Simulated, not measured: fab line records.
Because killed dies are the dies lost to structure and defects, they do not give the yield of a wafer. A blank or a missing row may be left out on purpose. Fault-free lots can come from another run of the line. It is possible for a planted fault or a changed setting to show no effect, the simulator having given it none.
fab line records :: flow ritCmos
record:
  lots: 13
  wafers: 39
  lastDay: 7
route steps=202 shown M1@184
lots that met no fault: taken from a fault-free run of the same line
startH: start of the lot's first displayed wafer, in hours after the record's first day :: waitH: how many hours have passed since the lot's step before this one :: " the same as in the row above :: L1.1+2: one row covering several wafers at once :: - no value, or no start was given :: * or withheld: withheld :: < > ~ a bound
route shown NAME@n: names a module that has steps shown in the file, with the first one's number in the route :: usual: average and standard deviation across the fault-free wafers :: same: alike in all rows :: chamber/n: place in a boat :: sites: readings site by site :: _std_site: the values' standard deviation :: _edge_site: the outer-site mean with the inner-site mean subtracted :: radiusMm: how far each site lies from the wafer's centre :: mask NAME#n: copy n :: behind: the last tool/chamber to shape the wafer :: hold: what put the lot on hold/how long, in hours/how the hold closed :: device: transistor that didn't switch, given as n, p or np :: end of line: the route-end tests of the same wafers :: a step with no rows: only its recipe :: killed: the dies lost at the first sort to structure and to defects; this is not the yield of the wafer :: map: a wafer's dies, x killed, . not, _ none there
set.NAME: the setting that was run; set.NAME@STEP: the one run at that earlier step :: model.NAME: the simulator's own value behind a step, which no gauge read
steps of the route over a sample of lots; a table a step, a row a wafer
services: the hour from which a tool's chamber was out of use, counted from the record's first day as startH (under 0 if before that day), plus the number of hours and why
== steps ==
step: RIT_M1_SPUTTER_00
recipe:
  material: Al
  targetThkNm: 400
  powerW: 2000
  chamberPressurePa: 0.4
  gas: Ar
  timeS: 500
  substrateTempC: 25
usual:
  cathodeDcPowerW: 2000.0/0.38
  substrateTempC: 25.00/0.11
  throttleValvePct: 29.9/0.69
lot.wafer: L216.2
tool: pvdSputter-01
chamber: -
startH: 56.59
waitH: 0.0
cathodeDcPowerW: 2000.2
substrateTempC: 25.19
throttleValvePct: 29.0

lot.wafer: L216.4
tool: pvdSputter-01
chamber: -
startH: 56.59
waitH: 0.0
cathodeDcPowerW: 1999.7
substrateTempC: 25.01
throttleValvePct: 29.6

lot.wafer: L216.6
tool: pvdSputter-01
chamber: -
startH: 56.59
waitH: 0.0
cathodeDcPowerW: 1999.6
substrateTempC: 24.96
throttleValvePct: 29.4

lot.wafer: L217.2
tool: pvdSputter-03
chamber: -
startH: 62.15
waitH: 0.0
cathodeDcPowerW: 2000.3
substrateTempC: 25.01
throttleValvePct: 30.0

lot.wafer: L217.3
tool: pvdSputter-03
chamber: -
startH: 62.15
waitH: 0.0
cathodeDcPowerW: 1999.9
substrateTempC: 24.95
throttleValvePct: 30.1

lot.wafer: L217.5
tool: pvdSputter-03
chamber: -
startH: 62.15
waitH: 0.0
cathodeDcPowerW: 1999.8
substrateTempC: 24.93
throttleValvePct: 30.1

lot.wafer: L218.1
tool: pvdSputter-01
chamber: -
startH: 64.10
waitH: 0.0
cathodeDcPowerW: 2000.1
substrateTempC: 24.90
throttleValvePct: 28.8

lot.wafer: L218.3
tool: pvdSputter-01
chamber: -
startH: 64.10
waitH: 0.0
cathodeDcPowerW: 2000.2
substrateTempC: 25.07
throttleValvePct: 29.7

lot.wafer: L218.4
tool: pvdSputter-01
chamber: -
startH: 64.10
waitH: 0.0
cathodeDcPowerW: 2000.4
substrateTempC: 24.91
throttleValvePct: 30.1

lot.wafer: L219.2
tool: pvdSputter-03
chamber: -
startH: 68.49
waitH: 0.0
cathodeDcPowerW: 1999.7
substrateTempC: 24.96
throttleValvePct: 30.0

lot.wafer: L219.4
tool: pvdSputter-03
chamber: -
startH: 68.49
waitH: 0.0
cathodeDcPowerW: 1999.8
substrateTempC: 24.77
throttleValvePct: 30.2

lot.wafer: L219.5
tool: pvdSputter-03
chamber: -
startH: 68.49
waitH: 0.0
cathodeDcPowerW: 1999.4
substrateTempC: 24.93
throttleValvePct: 30.1

lot.wafer: L220.1
tool: pvdSputter-01
chamber: -
startH: 75.56
waitH: 0.0
cathodeDcPowerW: 1999.8
substrateTempC: 24.96
throttleValvePct: 29.9

lot.wafer: L220.3
tool: pvdSputter-01
chamber: -
startH: 75.56
waitH: 0.0
cathodeDcPowerW: 2000.6
substrateTempC: 24.89
throttleValvePct: 29.5

lot.wafer: L220.6
tool: pvdSputter-01
chamber: -
startH: 75.56
waitH: 0.0
cathodeDcPowerW: 1999.7
substrateTempC: 25.07
throttleValvePct: 29.6

lot.wafer: L221.2
tool: pvdSputter-03
chamber: -
startH: 82.30
waitH: 0.0
cathodeDcPowerW: 2000.2
substrateTempC: 24.93
throttleValvePct: 29.9

lot.wafer: L221.3
tool: pvdSputter-03
chamber: -
startH: 82.30
waitH: 0.0
cathodeDcPowerW: 1999.5
substrateTempC: 24.93
throttleValvePct: 30.0

lot.wafer: L221.5
tool: pvdSputter-03
chamber: -
startH: 82.30
waitH: 0.0
cathodeDcPowerW: 2000.1
substrateTempC: 24.95
throttleValvePct: 30.1

lot.wafer: L222.1
tool: pvdSputter-01
chamber: -
startH: 84.47
waitH: 0.0
cathodeDcPowerW: 1999.4
substrateTempC: 24.90
throttleValvePct: 29.2

lot.wafer: L222.2
tool: pvdSputter-01
chamber: -
startH: 84.47
waitH: 0.0
cathodeDcPowerW: 2000.5
substrateTempC: 25.04
throttleValvePct: 28.9

lot.wafer: L222.4
tool: pvdSputter-01
chamber: -
startH: 84.47
waitH: 0.0
cathodeDcPowerW: 2000.5
substrateTempC: 25.12
throttleValvePct: 29.8

lot.wafer: L223.2
tool: pvdSputter-03
chamber: -
startH: 94.18
waitH: 0.0
cathodeDcPowerW: 1999.8
substrateTempC: 25.04
throttleValvePct: 30.5

lot.wafer: L223.3
tool: pvdSputter-03
chamber: -
startH: 94.18
waitH: 0.0
cathodeDcPowerW: 2000.1
substrateTempC: 25.12
throttleValvePct: 30.2

lot.wafer: L223.6
tool: pvdSputter-03
chamber: -
startH: 94.18
waitH: 0.0
cathodeDcPowerW: 1999.5
substrateTempC: 24.92
throttleValvePct: 30.4

lot.wafer: L224.1
tool: pvdSputter-01
chamber: -
startH: 97.61
waitH: 0.0
cathodeDcPowerW: 1999.8
substrateTempC: 24.80
throttleValvePct: 30.0

lot.wafer: L224.2
tool: pvdSputter-01
chamber: -
startH: 97.61
waitH: 0.0
cathodeDcPowerW: 1999.9
substrateTempC: 24.97
throttleValvePct: 29.0

lot.wafer: L224.3
tool: pvdSputter-01
chamber: -
startH: 97.61
waitH: 0.0
cathodeDcPowerW: 1999.8
substrateTempC: 25.15
throttleValvePct: 30.0

lot.wafer: L225.2
tool: pvdSputter-03
chamber: -
startH: 105.11
waitH: 0.0
cathodeDcPowerW: 1999.2
substrateTempC: 25.04
throttleValvePct: 31.2

lot.wafer: L225.5
tool: pvdSputter-03
chamber: -
startH: 105.11
waitH: 0.0
cathodeDcPowerW: 1999.4
substrateTempC: 24.99
throttleValvePct: 30.5

lot.wafer: L225.6
tool: pvdSputter-03
chamber: -
startH: 105.11
waitH: 0.0
cathodeDcPowerW: 1999.7
substrateTempC: 24.85
throttleValvePct: 30.2

lot.wafer: L226.1
tool: pvdSputter-04
chamber: -
startH: 110.06
waitH: 0.0
cathodeDcPowerW: 2000.3
substrateTempC: 24.79
throttleValvePct: 29.7

lot.wafer: L226.3
tool: pvdSputter-04
chamber: -
startH: 110.06
waitH: 0.0
cathodeDcPowerW: 2000.3
substrateTempC: 25.05
throttleValvePct: 30.2

lot.wafer: L226.5
tool: pvdSputter-04
chamber: -
startH: 110.06
waitH: 0.0
cathodeDcPowerW: 2000.0
substrateTempC: 24.93
throttleValvePct: 29.8

lot.wafer: L229.3
tool: pvdSputter-03
chamber: -
startH: 122.86
waitH: 0.0
cathodeDcPowerW: 1999.5
substrateTempC: 24.70
throttleValvePct: 30.2

lot.wafer: L229.4
tool: pvdSputter-03
chamber: -
startH: 122.86
waitH: 0.0
cathodeDcPowerW: 1959.6
substrateTempC: 24.97
throttleValvePct: 31.4

lot.wafer: L229.5
tool: pvdSputter-03
chamber: -
startH: 122.86
waitH: 0.0
cathodeDcPowerW: 1960.0
substrateTempC: 25.29
throttleValvePct: 31.2

lot.wafer: L238.1
tool: pvdSputter-01
chamber: -
startH: 164.94
waitH: 0.0
cathodeDcPowerW: 2000.3
substrateTempC: 25.09
throttleValvePct: 29.7

lot.wafer: L238.3
tool: pvdSputter-01
chamber: -
startH: 164.94
waitH: 0.0
cathodeDcPowerW: 1999.5
substrateTempC: 24.86
throttleValvePct: 29.3

lot.wafer: L238.6
tool: pvdSputter-01
chamber: -
startH: 164.94
waitH: 0.0
cathodeDcPowerW: 2000.2
substrateTempC: 24.82
throttleValvePct: 29.3
== services ==
tool: pvdSputter-03
chamber: -
startH: 39.43
hours: 2.6
kind: repair
== key ==
firstSign:
  step: RIT_M1_SPUTTER_00
  reading: cathodeDcPowerW
  direction: down
  sigmas: 99+
  usual: 2000.0
  struck: 1959.8
effect none on later readings
metAt RIT_M1_SPUTTER_00
struckLots L229
struckWafers L229.4,L229.5
onsetBetween 105.11 122.86
fault:
  kind: processParameterDrift
  tool: pvdSputter-03
  chamber: -
  onsetH: 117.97
  steps: RIT_M1_SPUTTER_00
  channel: powerW
  offset: -40.384
  shape: step
  endH: 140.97
  stated: 2000
  scope: struckWafersOnly
